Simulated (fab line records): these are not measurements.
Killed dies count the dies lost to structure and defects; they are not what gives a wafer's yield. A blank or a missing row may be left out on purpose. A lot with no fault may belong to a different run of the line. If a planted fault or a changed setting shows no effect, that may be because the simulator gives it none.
A struck lot beside a sound one	flow rit cmos	17 out of 202 route steps
Sound: the wafers L212.1, L212.4, L212.6. Wafers L220.1, L220.2, L220.5 were the ones struck. Last of all comes the cause.
For every step that has rows: the tool of each side, followed by ch and its chambers, followed by its first start. Under that, the readings that differ: sound wafers	struck wafers	difference of the means	sigmas: that difference in standard deviations of wafers without a fault.
alike: readings with means less than 2 such deviations apart, plus words and numbers identical on both sides. not compared: withheld readings, readings lacking a value on some wafer, bounds such as >300 that could conceal the same value, and numbers that have no deviation in the record and whose values overlap.
A row with sigmas, a row that says differs or no value, or rows on one side alone: a step with any of these is where the two part. Non-overlapping numbers with no deviation appear without sigmas and do not part them. A reading that every wafer of one side lacks parts them only if that side has two wafers or more.

first, 1 step without rows for these wafers: RIT_PRETRO_DEVELOP_05 (develop time 68 s).
RIT_PRETRO_OVL_MEAS_06:
  sound on overlay-01 at day 3 22:27; struck on overlay-02 at day 5 08:08
reading	sound	struck	difference	sigmas
PRETRO_OVL (nm)	2.8 2.7 1.0	-1.3 -0.9 -1.0	-3.2	-2
then, 2 steps without rows for these wafers: RIT_PRETRO_HARDBAKE_07 (time 120 s); RIT_PRETRO_IMPLANT_08.
RIT_PRETRO_STRIP_09: strips in O2, time 180 s.
  sound on plasma asher-04 ch 1, day 3 22:54; struck on plasma asher-04 ch 0,1, day 5 08:34
  alike: drypump motor current A
  not compared: rf hours counter h
RIT_PRETRO_TW_MEAS_10:
  sound on film metro-01 at day 3 23:04; struck on film metro-02 at day 5 08:44
  alike: PRETRO_TW
then, 5 steps without rows for these wafers: RIT_GATE_WET_ETCH_00 (etches SiO2 in BOE, target depth 56 nm, time 60 s); RIT_GATE_CLEAN_01 (cleans in SC1, time 600 s); RIT_GATE_CLEAN_02 (cleans in dHF, time 30 s); RIT_GATE_CLEAN_03 (cleans in SC2, time 600 s); RIT_GATE_CLEAN_04 (cleans in dHF, time 60 s).
RIT_FOX2_THK_MEAS_91:
  sound on film metro-03 at day 3 23:34; struck on film metro-01 at day 5 09:13
reading	sound	struck	difference	sigmas
FIELD_OXIDE_LEFT_2_THK (nm)	264 266 270	250 245 247	-19	-2
RIT_GATE_OXIDATION_05: target thk 3 nm, ox time 270 s.
  sound on furnace-03 ch 0, day 4 01:31; struck on furnace-03 ch 0, day 5 12:23
reading	sound	struck	difference	sigmas
model.SiO2_of_GATE_OXIDATION_05.thk nm (nm)	3.036 3.027 3.029	4.913 4.965 4.977	+1.921	
then, 1 step without rows for these wafers: RIT_GATE_ANNEAL_06 (time 600 s).
RIT_GATE_THK_MEAS_07:
  sound on film metro-02 at day 4 05:23; struck on film metro-02 at day 5 14:50
reading	sound	struck	difference	sigmas
GATE_OXIDE_THK (nm)	3.11 3.00 3.03	4.93 4.97 4.97	+1.91	+30
then, 1 step without rows for these wafers: RIT_GATE_CVD_08 (deposits poly-Si from SiH4, target thk 250 nm, time 2220 s).
RIT_M1_PROBE_99:
  sound on prober-02 at day 5 06:31; struck on prober-01 at day 6 15:31
reading	sound	struck	difference	sigmas
model.etest.pmos_0p3.r on ohm um	6298 6248 6369	1.003e+04 1.02e+04 1.012e+04	+3.812e+03	
model.etest.pmos turned.r on ohm um	3463 3361 3547	4683 4826 4717	+1285	
model.etest.nmos_0p3.r on ohm um	2165 2158 2188	3450 3427 3480	+1282	
model.etest.pmos_0p15.r on ohm um	2776 2699 2854	3772 3790 3760	+998	
model.etest.nmos_0p15.r on ohm um	1115 1108 1144	1460 1479 1465	+346	
model.etest.nmos_0p15.drive ua um	475.7 480.5 461.1	286.6 283.5 285	-187.4	
model.etest.nmos narrow.drive ua um	216.8 217.9 216.8	95.21 95.63 93.57	-122.36	
model.etest.nmos_0p3.drive ua um	221.1 224.5 222	98.28 96.39 96.5	-125.48	
  alike: killed at front end, killed dies, killed open, killed short

## WHERE THEY PART
At RIT_PRETRO_OVL_MEAS_06 first; at RIT_GATE_THK_MEAS_07 last (within this record only). Later steps at which nothing parts them and some readings are alike: RIT_M1_PROBE_99.

WHY: what had been put in by the simulator
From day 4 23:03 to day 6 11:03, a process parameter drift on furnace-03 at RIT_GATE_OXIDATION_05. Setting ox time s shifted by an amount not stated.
